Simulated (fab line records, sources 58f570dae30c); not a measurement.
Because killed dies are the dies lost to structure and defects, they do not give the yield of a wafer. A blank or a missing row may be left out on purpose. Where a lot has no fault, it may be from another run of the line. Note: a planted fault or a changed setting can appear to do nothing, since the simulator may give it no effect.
What tool caused it? ; flow berkeley-cmos170 ; route of 331 steps, sampled at 1 step: 15 lots, 45 wafers

## WHAT EACH GAUGE READ, for each wafer
The record lacks any reading of a measuring or inspecting step that a usual standard deviation could be used to judge.

## TOOL THAT RAN EACH LOT (tool first, then ch and the chambers of the sampled wafers, then the start)
lot;UCB170_GATE_EXPOSE_09
L612;krf-scanner-01 ch 0, day 7 11:59
L615;krf-scanner-01 ch 0, day 8 01:34
L613;krf-scanner-01 ch 0, day 8 01:40
L614;krf-scanner-01 ch 0, day 8 01:45
L616;krf-scanner-01 ch 0, day 8 17:01
L618;krf-scanner-02 ch 0, day 9 03:35
L622;krf-scanner-01 ch 0, day 9 20:49
L621;krf-scanner-01, day 9 20:54
L624;krf-scanner-01, day 10 10:32
L626;krf-scanner-02, day 10 10:55
L630;krf-scanner-01 ch 0, day 11 00:26
L629;krf-scanner-02 ch 0, day 11 00:41
L631;krf-scanner-02 ch 0, day 11 15:13
L632;krf-scanner-02 ch 0, day 11 15:19
L633;krf-scanner-02 ch 0, day 11 15:54
- UCB170_GATE_EXPOSE_09: exposes mask POLY, target cd 350 nm.

## WHAT THE TOOLS THEMSELVES READ (means of the sampled wafers that have a number; where no wafer has one, the mark that the record gives instead)
UCB170_GATE_EXPOSE_09.
lot;tool;exposure-dose-mJ-cm2;focus-offset-nm (nm)
L612;krf-scanner-01;20.970;-0.7
L615;krf-scanner-01;21.011;0.1
L613;krf-scanner-01;21.001;0.6
L614;krf-scanner-01;21.011;0.3
L616;krf-scanner-01;20.998;0.1
L618;krf-scanner-02;20.968;0.6
L622;krf-scanner-01;21.020;0.6
L621;krf-scanner-01;-;-
L624;krf-scanner-01;-;-
L626;krf-scanner-02;-;-
L630;krf-scanner-01;20.999;0.3
L629;krf-scanner-02;20.967;0.5
L631;krf-scanner-02;20.995;-0.3
L632;krf-scanner-02;20.982;0.4
L633;krf-scanner-02;20.982;0.1

## THE ANSWER, worked out from the rows above alone
Rule: the lots themselves supply what counts as usual. Put in order of their means at a reading, lots are off if they are a third of the lots or fewer, leave a main group of 4 or more, and stand apart from it by a gap of 3 or more times the standard deviation of the main group's means; of several such gaps the widest counts. Not used: any main group whose means are identical at the precision the tables above print for the reading. Also off: a lot with no number at a reading for which 4 or more lots have one. Where the step has rows for the other lots, those lots are counted as sound. Order of review: gauges by route order, followed by the tools' own readings, for which a lot's mean as printed above is used. The first step at which some lot is off is used, and at that step the reading that is off furthest; a lot without a number counts as furthest.
Off, at UCB170_GATE_EXPOSE_09 on exposure-dose-mJ-cm2: L621, L624, L626. Without a number there: L621, L624, L626. For the main group the mean is 20.992 and the standard deviation 0.017.
A tool fits if, at that step or a process step before it, it ran every lot that is off, and no sound lot after the first of them. Of those tried, none fits.

## WHAT WAS PUT IN BY THE SIMULATOR
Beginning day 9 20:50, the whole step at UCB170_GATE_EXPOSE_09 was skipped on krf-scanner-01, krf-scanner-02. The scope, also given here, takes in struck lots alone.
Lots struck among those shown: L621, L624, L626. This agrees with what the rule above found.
